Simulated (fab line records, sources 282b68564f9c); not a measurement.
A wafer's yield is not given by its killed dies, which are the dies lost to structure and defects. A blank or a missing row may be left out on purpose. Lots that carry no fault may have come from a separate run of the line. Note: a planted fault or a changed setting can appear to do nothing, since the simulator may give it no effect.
Split-lot study -- flow rit cmos -- 23 wafers read across 5 lots, on a route 202 steps long

## ON THE SPLIT
At RIT_CONTACT_CVD_00 (deposits SiO2 from TEOS, target thk 400 nm, time 61 s), the setting time s was moved away from the recipe's 61 s on 9 of the 23 wafers read, by +6.1% to +7.1%. For the rest of the wafers, this setting stayed at what the recipe calls for.

The file shows no step between the split and the reading.

## THE READING
CONTACT_TEOS_THK at RIT_CONTACT_THK_MEAS_01, in nm. Typical for fault-free wafers on this fab line: 401 nm, with standard deviation 5.6 nm.

wafer,"tool, chamber at the split","time s as run, s",against the recipe,"CONTACT_TEOS_THK, nm",against lot-mates on the recipe
L074.1,"pecvd-04, 0",64.73,+6.1%,427,+22
L074.2,"pecvd-04, 2",61,recipe,402,-
L074.4,"pecvd-04, 2",61,recipe,408,-
L074.5,"pecvd-04, 0",64.73,+6.1%,432,+27
L074.6,"pecvd-04, 1",64.73,+6.1%,427,+22
L075.1,"pecvd-01, 2",65.36,+7.1%,426,+24
L075.2,"pecvd-01, 1",65.36,+7.1%,427,+25
L075.3,"pecvd-01, 0",61,recipe,401,-
L075.4,"pecvd-01, 2",65.36,+7.1%,431,+29
L075.6,"pecvd-01, 1",61,recipe,403,-
L078.1,"pecvd-01, 0",61,recipe,398,-
L078.3,"pecvd-01, 1",64.96,+6.5%,418,+16
L078.4,"pecvd-01, 2",64.96,+6.5%,426,+24
L078.5,"pecvd-01, 0",61,recipe,405,-
L078.6,"pecvd-01, 1",64.96,+6.5%,428,+26
L080.1,"pecvd-04, 1",61,recipe,399,-
L080.2,"pecvd-04, 2",61,recipe,405,-
L080.3,"pecvd-04, 0",61,recipe,404,-
L080.5,"pecvd-04, 0",61,recipe,411,-
L080.6,"pecvd-04, 2",61,recipe,412,-
L085.2,"pecvd-03, 1",61,recipe,394,-
L085.3,"pecvd-03, 0",61,recipe,396,-
L085.6,"pecvd-03, 0",61,recipe,401,-

THE FIT
A straight line over all 23 wafers: CONTACT_TEOS_THK changes by +3.64 nm for each +1% of time s; r = +0.93; the points scatter about the line by 4.9 nm.
The same after taking each lot's own level away (the mean of its wafers on the recipe; 23 wafers): +3.65 nm for each +1%; r = +0.96; scatter 3.7 nm.
According to that fit, moving time s by its largest amount changes the reading by 26 nm.
From 397.0 to 406.2 nm: that is the span of the lots' own levels, equal to 1.6 times the standard deviation above.
Consequently the slope shifts little with the lot-to-lot level, the two slopes agreeing.
Check: with one of the wafers moved furthest among these (+7.1%) left out of the fit, the line predicts +26.4 nm for it against its lot-mates. Against them it came out at +24 nm.

## OTHER SPLITS ON THESE WAFERS
Before the reading, these wafers also passed through other splits. Each is held against what the fit with the lots' levels taken away leaves over:
other split on the same wafers,wafers away from the commonest value,r with CONTACT_TEOS_THK (lot level and that fit taken away)
RIT_SDANNEAL_RTA_03 time s,7,-0.15

## THE WHOLE CHAIN: every reading that the file lists as answering this split, in the file's order
step,what it does,reading,change (the file's fit),r (the file's)
RIT_CONTACT_CVD_00,"deposits SiO2 from TEOS, target thk 400 nm, time 61 s","SiO2_of_CONTACT_CVD_00.thk nm (the simulator's own value, which no gauge read)",+3.6 nm for each +1% of the setting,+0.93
RIT_CONTACT_THK_MEAS_01,,CONTACT_TEOS_THK,+3.64 for each +1% of the setting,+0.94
RIT_CONTACT_ETCH_11,"etches SiO2 in CHF3/CF4/Ar, stops on TiSi2, target depth 480 nm, time 320 s","CONTACT.feature depth nm (the simulator's own value, which no gauge read)",+3.69 nm for each +1% of the setting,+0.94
RIT_CONTACT_ETCH_11,"etches SiO2 in CHF3/CF4/Ar, stops on TiSi2, target depth 480 nm, time 320 s","etch.depth nm (the simulator's own value, which no gauge read)",+3.6 nm for each +1% of the setting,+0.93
RIT_M1_METAL_ETCH_12,"etches Al in Cl2/BCl3, stops on SiO2, time 165 s, target depth 600 nm","SiO2_of_CONTACT_CVD_00.thk nm (the simulator's own value, which no gauge read)",+3.67 nm for each +1% of the setting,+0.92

## THE FILE'S OWN FIT
CONTACT_TEOS_THK changes by +3.64 nm for each +1% of time s, r = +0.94.
